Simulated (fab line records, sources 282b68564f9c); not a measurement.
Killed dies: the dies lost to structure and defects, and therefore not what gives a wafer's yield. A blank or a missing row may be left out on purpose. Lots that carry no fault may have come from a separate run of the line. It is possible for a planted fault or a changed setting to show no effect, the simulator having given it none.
fab line records	flow rit_cmos	part 1 of 2: steps 1 to 40 of 52
record: lots: 5	wafers: 15	last_day: 7
route steps=202 shown PWELL@41 WELLDRIVE@50 NWELL@51 NRETRO@53 PRETRO@64 GATE@75 FOX2@80
lots untouched by any fault: they come from a run of this same line in which no faults occurred
start_h: start of the lot's first displayed wafer, in hours after the record's first day	wait_h: hours elapsed since this lot's preceding step	" as in the row above	L1.1+2: several wafers, shown together as one row	- value missing, or start not given	* or withheld: withheld	< > ~ a bound
route shown NAME@n: a module of which the file shows steps, and the number in the route of the first	usual: average and standard deviation across the fault-free wafers	same: alike in all rows	chamber/n: place in a boat	sites: the reading at each site	_std_site: how widely they spread, as a standard deviation	_edge_site: mean of outer sites minus mean of inner sites	radius_mm: for every site, how far away it sits from the centre of the wafer	mask NAME#n: copy n	behind: tool/chamber where the wafer was last shaped	hold: why the lot went on hold/how many hours it stayed there/how the hold came to an end	device: whichever transistor did not switch (one of n, p or np)	end of line: the same wafers' tests at the end of the route	a step with no rows: only its recipe	killed: the dies lost at the first sort to structure and to defects; this is not the yield of the wafer	map: a wafer's dies, marking killed ones x, the rest . and places with no die _
set.NAME: the run value of the setting; set.NAME@STEP: its run value at that earlier step	model.NAME: the simulator's own value behind a step, which no gauge read
lots seen at some steps along the route; tables by step, rows by wafer
services: a tool's chamber out of use, with start hour (start_h, from the record's first day; less than 0 if before it), hours out, and reason
== steps ==
step: RIT_PWELL_SOFTBAKE_02
recipe: resist: NOVOLAK	temp_c: 90	time_s: 60
lot.wafer	tool	chamber	start_h	wait_h
L076.3+4+5	litho_track-01	0	32.28	0.1
L080.2+5+6	litho_track-04	0	52.59	0.1
L087.1+2+6	litho_track-03	0	87.39	0.1
L092.2+4+6	litho_track-01	0	117.04	0.1
L093.3+5+6	litho_track-01	0	120.36	0.1
step: RIT_PWELL_EXPOSE_03
recipe: mask_id: M3	na: 0.57	target_cd_nm: 43700	dose_mj: 250
lot.wafer	tool	chamber	start_h	wait_h	mask
L076.3+4+5	iline_stepper-02	0	32.42	0.1	M3#0
L080.2+5+6	iline_stepper-01	0	52.85	0.2	M3#0
L087.1+2+6	iline_stepper-02	0	87.66	0.2	M3#0
L092.2+4+6	iline_stepper-02	0	117.30	0.2	M3#0
L093.3+5+6	iline_stepper-01	0	120.63	0.2	M3#0
step: RIT_PWELL_PEB_04
recipe: resist: NOVOLAK	temp_c: withheld	time_s: withheld
lot.wafer	tool	chamber	start_h	wait_h
L076.3+4+5	litho_track-03	0	32.55	0.1
L080.2+5+6	litho_track-04	0	52.98	0.1
L087.1+2+6	litho_track-04	0	87.78	0.1
L092.2+4+6	litho_track-04	0	117.43	0.1
L093.3+5+6	litho_track-03	0	120.76	0.1
step: RIT_PWELL_DEVELOP_05
recipe: resist: NOVOLAK	develop_time_s: 68	dev_temp_c: 23
lot.wafer	tool	chamber	start_h	wait_h
L076.3+4+5	litho_track-03	0	-	-
L080.2+5+6	litho_track-04	0	-	-
L087.1+2+6	litho_track-04	0	-	-
L092.2+4+6	litho_track-04	0	-	-
L093.3+5+6	litho_track-03	0	-	-
step: RIT_PWELL_OVL_MEAS_06
usual: PWELL_OVL: 0.2/1.4
lot.wafer	tool	chamber	start_h	wait_h	PWELL_OVL[nm]
L076.3	overlay-02	-	32.83	-	0.1
L076.4	"	-	"	"	0.5
L076.5	"	-	"	"	-0.4
L080.2	overlay-02	-	53.27	-	1.0
L080.5	"	-	"	"	1.8
L080.6	"	-	"	"	2.9
L087.1	overlay-02	-	88.09	-	0.6
L087.2	"	-	"	"	0.1
L087.6	"	-	"	"	2.1
L092.2	overlay-02	-	117.72	-	-1.8
L092.4	"	-	"	"	-0.4
L092.6	"	-	"	"	-1.1
L093.3	overlay-02	-	121.04	-	1.6
L093.5	"	-	"	"	-1.4
L093.6	"	-	"	"	1.7
step: RIT_PWELL_HARDBAKE_07
recipe: resist: NOVOLAK	temp_c: 140	time_s: 120
lot.wafer	tool	chamber	start_h	wait_h
L076.3+4+5	litho_track-04	0	32.93	0.1
L080.2+5+6	litho_track-03	0	53.56	0.3
L087.1+2+6	litho_track-01	0	88.13	0.0
L092.2+4+6	litho_track-03	0	117.79	0.1
L093.3+5+6	litho_track-03	0	121.14	0.1
step: RIT_PWELL_IMPLANT_08
recipe: species: B	energy_kev: 170	dose_cm2: 7e+13	tilt_deg: 7
lot.wafer	tool	chamber	start_h	wait_h
L076.3+4+5	implanter-03	0	33.15	0.2
L080.2+5+6	implanter-02	0	53.79	0.2
L087.1+2+6	implanter-03	0	88.38	0.2
L092.2+4+6	implanter-02	0	118.03	0.2
L093.3+5+6	implanter-04	0	121.36	0.2
step: RIT_PWELL_STRIP_09
recipe: chemistry: O2	time_s: 180	resist: NOVOLAK	platen_temp_c: withheld	power_w: 500	pressure_mtorr: 4000	o2_flow_sccm: 4000
usual: drypump_motor_current_A: 5.9/0.31
lot.wafer	tool	chamber	start_h	wait_h	drypump_motor_current_A	rf_hours_counter_h
L076.3	plasma_asher-02	1	33.31	0.1	5.5	-
L076.4	"	0	"	"	6.2	-
L076.5	"	0	"	"	6.2	-
L080.2	plasma_asher-02	0	53.92	0.1	6.2	40
L080.5	"	1	"	"	5.5	-
L080.6	"	0	"	"	6.2	-
L087.1	plasma_asher-02	1	88.53	0.1	5.5	44
L087.2	"	0	"	"	6.2	44
L087.6	"	0	"	"	6.2	-
L092.2	plasma_asher-01	0	118.15	0.1	6.5	32
L092.4	"	0	"	"	6.5	-
L092.6	"	0	"	"	6.5	-
L093.3	plasma_asher-01	1	121.52	0.1	6.0	-
L093.5	"	0	"	"	6.5	-
L093.6	"	1	"	"	6.0	-
step: RIT_PWELL_TW_MEAS_10
usual: PWELL_TW: 943/11
lot.wafer	tool	chamber	start_h	wait_h	PWELL_TW
L076.3	film_metro-01	-	33.44	0.1	956
L076.4	"	-	"	"	959
L076.5	"	-	"	"	956
L080.2	film_metro-03	-	54.10	0.1	939
L080.5	"	-	"	"	935
L080.6	"	-	"	"	939
L087.1	film_metro-03	-	88.70	0.1	934
L087.2	"	-	"	"	937
L087.6	"	-	"	"	933
L092.2	film_metro-04	-	118.34	0.1	950
L092.4	"	-	"	"	949
L092.6	"	-	"	"	952
L093.3	film_metro-03	-	121.66	0.1	929
L093.5	"	-	"	"	928
L093.6	"	-	"	"	923
step: RIT_WELLDRIVE_ANNEAL_00
recipe: temp_c: 1100	time_s: 14700	ambient: N2
usual: zone_power_source_pct: 37.8/1.9
lot.wafer	tool	chamber	start_h	wait_h	zone_power_source_pct
L076.3	furnace-04	0	33.53	0.1	35.4
L076.4	"	0	"	"	35.9
L076.5	"	0	"	"	35.2
L080.2	furnace-01	0	54.15	0.0	39.2
L080.5	"	0	"	"	39.1
L080.6	"	0	"	"	38.7
L087.1	furnace-01	0	88.89	0.2	39.5
L087.2	"	0	"	"	38.8
L087.6	"	0	"	"	39.3
L092.2	furnace-04	0	118.64	0.3	35.2
L092.4	"	0	"	"	35.4
L092.6	"	0	"	"	35.7
L093.3	furnace-01	0	121.70	0.0	39.2
L093.5	"	0	"	"	39.2
L093.6	"	0	"	"	39.4
step: RIT_WELLDRIVE_RS_MEAS_01
recipe: thk_meas_gauge: four-point-probe
usual: NWELL_RS: 275.4/0.7
lot.wafer	tool	chamber	start_h	wait_h	NWELL_RS[ohm/sq]
L076.3	film_metro-04	-	38.66	0.0	276.0
L076.4	"	-	"	"	275.2
L076.5	"	-	"	"	275.6
L080.2	film_metro-01	-	59.26	0.0	275.8
L080.5	"	-	"	"	275.3
L080.6	"	-	"	"	275.1
L087.1	film_metro-01	-	93.97	0.0	273.9
L087.2	"	-	"	"	275.6
L087.6	"	-	"	"	274.1
L092.2	film_metro-04	-	123.75	0.0	275.5
L092.4	"	-	"	"	275.4
L092.6	"	-	"	"	275.0
L093.3	film_metro-03	-	126.82	0.0	275.8
L093.5	"	-	"	"	276.1
L093.6	"	-	"	"	275.6
step: RIT_WELLDRIVE_RS_MEAS_02
recipe: thk_meas_gauge: four-point-probe
usual: PWELL_RS: 429.4/1.1
lot.wafer	tool	chamber	start_h	wait_h	PWELL_RS[ohm/sq]
L076.3	film_metro-04	-	38.78	0.1	427.7
L076.4	"	-	"	"	429.0
L076.5	"	-	"	"	428.5
L080.2	film_metro-01	-	59.38	0.1	429.3
L080.5	"	-	"	"	429.8
L080.6	"	-	"	"	429.9
L087.1	film_metro-01	-	94.09	0.1	431.1
L087.2	"	-	"	"	429.3
L087.6	"	-	"	"	429.4
L092.2	film_metro-04	-	123.87	0.1	429.9
L092.4	"	-	"	"	431.2
L092.6	"	-	"	"	429.1
L093.3	film_metro-03	-	126.94	0.1	428.9
L093.5	"	-	"	"	428.7
L093.6	"	-	"	"	429.7
step: RIT_NRETRO_HMDS_00
recipe: prime_time_s: 60	prime_temp_c: 140
lot.wafer	tool	chamber	start_h	wait_h
L076.3+4+5	litho_track-03	0	38.93	0.1
L080.2+5+6	litho_track-03	0	59.50	0.1
L087.1+2+6	litho_track-02	0	94.21	0.1
L092.2+4+6	litho_track-02	0	123.99	0.1
L093.3+5+6	litho_track-04	0	127.07	0.1
step: RIT_NRETRO_COAT_01
recipe: resist: NOVOLAK	spin_rpm: 2000	resist_thk_nm: 1300
lot.wafer	tool	chamber	start_h	wait_h
L076.3+4+5	litho_track-03	0	39.08	0.1
L080.2+5+6	litho_track-03	0	59.65	0.1
L087.1+2+6	litho_track-02	0	94.36	0.1
L092.2+4+6	litho_track-02	0	124.14	0.1
L093.3+5+6	litho_track-04	0	127.22	0.1
step: RIT_NRETRO_SOFTBAKE_02
recipe: resist: NOVOLAK	temp_c: 90	time_s: 60
lot.wafer	tool	chamber	start_h	wait_h
L076.3+4+5	litho_track-03	0	39.23	0.1
L080.2+5+6	litho_track-03	0	59.80	0.1
L087.1+2+6	litho_track-02	0	94.51	0.1
L092.2+4+6	litho_track-02	0	124.29	0.1
L093.3+5+6	litho_track-04	0	127.37	0.1
step: RIT_NRETRO_EXPOSE_03
recipe: mask_id: M4	na: 0.57	target_cd_nm: 43900	dose_mj: 250
lot.wafer	tool	chamber	start_h	wait_h	mask
L076.3+4+5	iline_stepper-02	0	39.37	0.1	M4#0
L080.2+5+6	iline_stepper-02	0	60.07	0.2	M4#0
L087.1+2+6	iline_stepper-02	0	94.66	0.1	M4#0
L092.2+4+6	iline_stepper-01	0	124.56	0.2	M4#0
L093.3+5+6	iline_stepper-01	0	127.51	0.1	M4#0
step: RIT_NRETRO_PEB_04
recipe: resist: NOVOLAK	temp_c: withheld	time_s: withheld
lot.wafer	tool	chamber	start_h	wait_h
L076.3+4+5	litho_track-03	0	39.49	0.1
L080.2+5+6	litho_track-03	0	60.19	0.1
L087.1+2+6	litho_track-03	0	94.78	0.1
L092.2+4+6	litho_track-04	0	124.68	0.1
L093.3+5+6	litho_track-03	0	127.64	0.1
step: RIT_NRETRO_DEVELOP_05
recipe: resist: NOVOLAK	develop_time_s: 68	dev_temp_c: 23
lot.wafer	tool	chamber	start_h	wait_h
L076.3+4+5	litho_track-03	0	-	-
L080.2+5+6	litho_track-03	0	-	-
L087.1+2+6	litho_track-03	0	-	-
L092.2+4+6	litho_track-04	0	-	-
L093.3+5+6	litho_track-03	0	-	-
step: RIT_NRETRO_OVL_MEAS_06
usual: NRETRO_OVL: -0.6/1.6
lot.wafer	tool	chamber	start_h	wait_h	NRETRO_OVL[nm]
L076.3	overlay-01	-	39.77	-	2.0
L076.4	"	-	"	"	0.0
L076.5	"	-	"	"	1.2
L080.2	overlay-01	-	60.49	-	-2.2
L080.5	"	-	"	"	-1.4
L080.6	"	-	"	"	-1.5
L087.1	overlay-01	-	95.09	-	-2.2
L087.2	"	-	"	"	-1.2
L087.6	"	-	"	"	0.3
L092.2	overlay-02	-	124.98	-	2.3
L092.4	"	-	"	"	0.9
L092.6	"	-	"	"	1.7
L093.3	overlay-01	-	127.91	-	1.4
L093.5	"	-	"	"	-0.1
L093.6	"	-	"	"	-0.5
step: RIT_NRETRO_HARDBAKE_07
recipe: resist: NOVOLAK	temp_c: 140	time_s: 120
lot.wafer	tool	chamber	start_h	wait_h
L076.3+4+5	litho_track-03	0	39.88	0.1
L080.2+5+6	litho_track-03	0	60.56	0.1
L087.1+2+6	litho_track-03	0	95.13	0.0
L092.2+4+6	litho_track-02	0	125.05	0.1
L093.3+5+6	litho_track-04	0	128.02	0.1
step: RIT_NRETRO_IMPLANT_08
recipe: species: P	energy_kev: 70	dose_cm2: 1e+13	tilt_deg: 7
lot.wafer	tool	chamber	start_h	wait_h
L076.3+4+5	implanter-01	0	40.09	0.2
L080.2+5+6	implanter-01	0	60.79	0.2
L087.1+2+6	implanter-03	0	95.38	0.2
L092.2+4+6	implanter-01	0	125.28	0.2
L093.3+5+6	implanter-03	0	128.23	0.2
step: RIT_NRETRO_STRIP_09
recipe: chemistry: O2	time_s: 180	resist: NOVOLAK	platen_temp_c: withheld	power_w: 500	pressure_mtorr: 4000	o2_flow_sccm: 4000
usual: drypump_motor_current_A: 6.1/0.37
lot.wafer	tool	chamber	start_h	wait_h	drypump_motor_current_A	rf_hours_counter_h
L076.3	plasma_asher-01	1	40.25	0.1	6.0	-
L076.4	"	0	"	"	6.5	-
L076.5	"	1	"	"	6.0	-
L080.2	plasma_asher-01	1	60.92	0.1	6.0	25
L080.5	"	1	"	"	6.0	-
L080.6	"	0	"	"	6.5	-
L087.1	plasma_asher-01	0	95.53	0.1	6.5	29
L087.2	"	1	"	"	6.0	29
L087.6	"	1	"	"	6.0	-
L092.2	plasma_asher-04	1	125.41	0.1	5.7	51
L092.4	"	1	"	"	5.7	-
L092.6	"	0	"	"	5.9	-
L093.3	plasma_asher-03	1	128.39	0.1	6.4	-
L093.5	"	0	"	"	5.4	-
L093.6	"	1	"	"	6.4	-
step: RIT_NRETRO_TW_MEAS_10
usual: NRETRO_TW: 1050/4
lot.wafer	tool	chamber	start_h	wait_h	NRETRO_TW
L076.3	film_metro-02	-	40.39	0.1	1042
L076.4	"	-	"	"	1053
L076.5	"	-	"	"	1048
L080.2	film_metro-01	-	61.10	0.1	1043
L080.5	"	-	"	"	1053
L080.6	"	-	"	"	1042
L087.1	film_metro-02	-	95.70	0.1	1054
L087.2	"	-	"	"	1052
L087.6	"	-	"	"	1052
L092.2	film_metro-02	-	125.59	0.1	1042
L092.4	"	-	"	"	1050
L092.6	"	-	"	"	1047
L093.3	film_metro-02	-	128.53	0.1	1047
L093.5	"	-	"	"	1044
L093.6	"	-	"	"	1041
step: RIT_PRETRO_HMDS_00
recipe: prime_time_s: 60	prime_temp_c: 140
lot.wafer	tool	chamber	start_h	wait_h
L076.3+4+5	litho_track-02	0	40.48	0.1
L080.2+5+6	litho_track-01	0	61.18	0.1
L087.1+2+6	litho_track-02	0	95.76	0.1
L092.2+4+6	litho_track-01	0	125.69	0.1
L093.3+5+6	litho_track-02	0	128.62	0.1
step: RIT_PRETRO_COAT_01
recipe: resist: NOVOLAK	spin_rpm: 2000	resist_thk_nm: 1300
lot.wafer	tool	chamber	start_h	wait_h
L076.3+4+5	litho_track-02	0	40.63	0.1
L080.2+5+6	litho_track-01	0	61.33	0.1
L087.1+2+6	litho_track-02	0	95.91	0.1
L092.2+4+6	litho_track-01	0	125.84	0.1
L093.3+5+6	litho_track-02	0	128.77	0.1
step: RIT_PRETRO_SOFTBAKE_02
recipe: resist: NOVOLAK	temp_c: 90	time_s: 60
lot.wafer	tool	chamber	start_h	wait_h
L076.3+4+5	litho_track-02	0	40.78	0.1
L080.2+5+6	litho_track-01	0	61.48	0.1
L087.1+2+6	litho_track-02	0	96.06	0.1
L092.2+4+6	litho_track-01	0	125.99	0.1
L093.3+5+6	litho_track-02	0	128.92	0.1
step: RIT_PRETRO_EXPOSE_03
recipe: mask_id: M5	na: 0.57	target_cd_nm: 43700	dose_mj: 250
lot.wafer	tool	chamber	start_h	wait_h	mask
L076.3+4+5	iline_stepper-02	0	41.04	0.2	M5#0
L080.2+5+6	iline_stepper-02	0	61.75	0.2	M5#0
L087.1+2+6	iline_stepper-01	0	96.34	0.2	M5#0
L092.2+4+6	iline_stepper-02	0	126.13	0.1	M5#0
L093.3+5+6	iline_stepper-01	0	129.18	0.2	M5#0
step: RIT_PRETRO_PEB_04
recipe: resist: NOVOLAK	temp_c: withheld	time_s: withheld
lot.wafer	tool	chamber	start_h	wait_h
L076.3+4+5	litho_track-01	0	41.17	0.1
L080.2+5+6	litho_track-01	0	61.87	0.1
L087.1+2+6	litho_track-02	0	96.45	0.1
L092.2+4+6	litho_track-03	0	126.26	0.1
L093.3+5+6	litho_track-01	0	129.31	0.1
step: RIT_PRETRO_DEVELOP_05
recipe: resist: NOVOLAK	develop_time_s: 68	dev_temp_c: 23
lot.wafer	tool	chamber	start_h	wait_h
L076.3+4+5	litho_track-01	0	-	-
L080.2+5+6	litho_track-01	0	-	-
L087.1+2+6	litho_track-02	0	-	-
L092.2+4+6	litho_track-03	0	-	-
L093.3+5+6	litho_track-01	0	-	-
step: RIT_PRETRO_OVL_MEAS_06
usual: PRETRO_OVL: -0.2/1.4
lot.wafer	tool	chamber	start_h	wait_h	PRETRO_OVL[nm]
L076.3	overlay-01	-	41.45	-	-1.8
L076.4	"	-	"	"	0.0
L076.5	"	-	"	"	-0.2
L080.2	overlay-01	-	62.16	-	1.8
L080.5	"	-	"	"	2.6
L080.6	"	-	"	"	1.0
L087.1	overlay-01	-	96.77	-	0.0
L087.2	"	-	"	"	1.6
L087.6	"	-	"	"	-0.7
L092.2	overlay-02	-	126.55	-	-0.9
L092.4	"	-	"	"	-1.2
L092.6	"	-	"	"	-0.3
L093.3	overlay-01	-	129.59	-	0.0
L093.5	"	-	"	"	-1.1
L093.6	"	-	"	"	-1.6
step: RIT_PRETRO_HARDBAKE_07
recipe: resist: NOVOLAK	temp_c: 140	time_s: 120
lot.wafer	tool	chamber	start_h	wait_h
L076.3+4+5	litho_track-01	0	41.55	0.1
L080.2+5+6	litho_track-03	0	62.24	0.1
L087.1+2+6	litho_track-01	0	96.80	0.0
L092.2+4+6	litho_track-01	0	126.62	0.1
L093.3+5+6	litho_track-02	0	129.69	0.1
step: RIT_PRETRO_IMPLANT_08
recipe: species: B	energy_kev: 45	dose_cm2: 1.2e+13	tilt_deg: 7
lot.wafer	tool	chamber	start_h	wait_h
L076.3+4+5	implanter-03	0	41.77	0.2
L080.2+5+6	implanter-03	0	62.47	0.2
L087.1+2+6	implanter-01	0	97.05	0.2
L092.2+4+6	implanter-01	0	126.85	0.2
L093.3+5+6	implanter-04	0	129.91	0.2
step: RIT_PRETRO_STRIP_09
recipe: chemistry: O2	time_s: 180	resist: NOVOLAK	platen_temp_c: withheld	power_w: 500	pressure_mtorr: 4000	o2_flow_sccm: 4000
usual: drypump_motor_current_A: 6.0/0.41
lot.wafer	tool	chamber	start_h	wait_h	drypump_motor_current_A	rf_hours_counter_h
L076.3	plasma_asher-01	1	41.93	0.1	6.0	-
L076.4	"	0	"	"	6.5	-
L076.5	"	1	"	"	6.0	-
L080.2	plasma_asher-01	1	62.59	0.1	6.0	26
L080.5	"	0	"	"	6.5	-
L080.6	"	1	"	"	6.0	-
L087.1	plasma_asher-02	0	97.20	0.1	6.2	45
L087.2	"	1	"	"	5.5	45
L087.6	"	0	"	"	6.2	-
L092.2	plasma_asher-02	0	126.98	0.1	6.2	48
L092.4	"	1	"	"	5.5	-
L092.6	"	1	"	"	5.5	-
L093.3	plasma_asher-03	1	130.07	0.1	6.4	-
L093.5	"	1	"	"	6.4	-
L093.6	"	0	"	"	5.4	-
step: RIT_PRETRO_TW_MEAS_10
usual: PRETRO_TW: 471/4.9
lot.wafer	tool	chamber	start_h	wait_h	PRETRO_TW
L076.3	film_metro-03	-	42.06	0.1	466
L076.4	"	-	"	"	469
L076.5	"	-	"	"	467
L080.2	film_metro-02	-	62.78	0.1	475
L080.5	"	-	"	"	476
L080.6	"	-	"	"	475
L087.1	film_metro-03	-	97.38	0.1	464
L087.2	"	-	"	"	467
L087.6	"	-	"	"	466
L092.2	film_metro-02	-	127.16	0.1	473
L092.4	"	-	"	"	472
L092.6	"	-	"	"	475
L093.3	film_metro-03	-	130.21	0.1	462
L093.5	"	-	"	"	462
L093.6	"	-	"	"	464
step: RIT_GATE_WET_ETCH_00
recipe: chemistry: BOE	target: SiO2	target_depth_nm: 56	time_s: 60	dry: n2_spin	dilution: 10:1	temp_c: 21.5
lot.wafer	tool	chamber	start_h	wait_h
L076.3+4+5	wet_bench-04	1	42.10	0.0
L080.2+5+6	wet_bench-03	3	62.83	0.0
L087.1+2+6	wet_bench-04	3	97.44	0.1
L092.2+4+6	wet_bench-04	3	127.21	0.0
L093.3+5+6	wet_bench-01	2	130.25	0.0
step: RIT_GATE_CLEAN_01
recipe: chemistry: SC1	mix: 3:3:50	time_s: 600	temp_c: 75
lot.wafer	tool	chamber	start_h	wait_h
L076.3+4+5	wet_bench-01	2	42.13	0.0
L080.2+5+6	wet_bench-04	0	62.86	0.0
L087.1+2+6	wet_bench-03	3	97.46	0.0
L092.2+4+6	wet_bench-03	1	127.24	0.0
L093.3+5+6	wet_bench-01	2	130.27	0.0
step: RIT_GATE_CLEAN_02
recipe: chemistry: dHF	dilution: 50:1	time_s: 30
lot.wafer	tool	chamber	start_h	wait_h
L076.3+4+5	wet_bench-03	0	42.34	0.0
L080.2+5+6	wet_bench-01	0	63.03	0.0
L087.1+2+6	wet_bench-01	2	97.64	0.0
L092.2+4+6	wet_bench-01	3	127.41	0.0
L093.3+5+6	wet_bench-04	2	130.45	0.0
step: RIT_GATE_CLEAN_03
recipe: chemistry: SC2	mix: 3:3:50	time_s: 600	temp_c: 75	dry: n2_spin
lot.wafer	tool	chamber	start_h	wait_h
L076.3+4+5	wet_bench-04	0	42.36	0.0
L080.2+5+6	wet_bench-03	0	63.05	0.0
L087.1+2+6	wet_bench-04	3	97.66	0.0
L092.2+4+6	wet_bench-04	1	127.43	0.0
L093.3+5+6	wet_bench-01	0	130.46	0.0
step: RIT_GATE_CLEAN_04
recipe: chemistry: dHF	dilution: 50:1	time_s: 60	dry: n2_spin
lot.wafer	tool	chamber	start_h	wait_h
L076.3+4+5	wet_bench-01	3	42.53	0.0
L080.2+5+6	wet_bench-04	0	63.24	0.0
L087.1+2+6	wet_bench-03	0	97.83	0.0
L092.2+4+6	wet_bench-01	3	127.61	0.0
L093.3+5+6	wet_bench-04	2	130.64	0.0
step: RIT_FOX2_THK_MEAS_91
recipe: reads: SiO2_of_FOX2_OXIDATION_00
usual: FIELD_OXIDE_LEFT_2_THK: 253/5.8
lot.wafer	tool	chamber	start_h	wait_h	FIELD_OXIDE_LEFT_2_THK[nm]
L076.3	film_metro-03	-	42.58	0.0	263
L076.4	"	-	"	"	264
L076.5	"	-	"	"	266
L080.2	film_metro-03	-	63.28	0.0	253
L080.5	"	-	"	"	253
L080.6	"	-	"	"	251
L087.1	film_metro-03	-	97.86	0.0	260
L087.2	"	-	"	"	259
L087.6	"	-	"	"	257
L092.2	film_metro-03	-	127.64	0.0	249
L092.4	"	-	"	"	247
L092.6	"	-	"	"	249
L093.3	film_metro-03	-	130.68	0.0	252
L093.5	"	-	"	"	249
L093.6	"	-	"	"	248
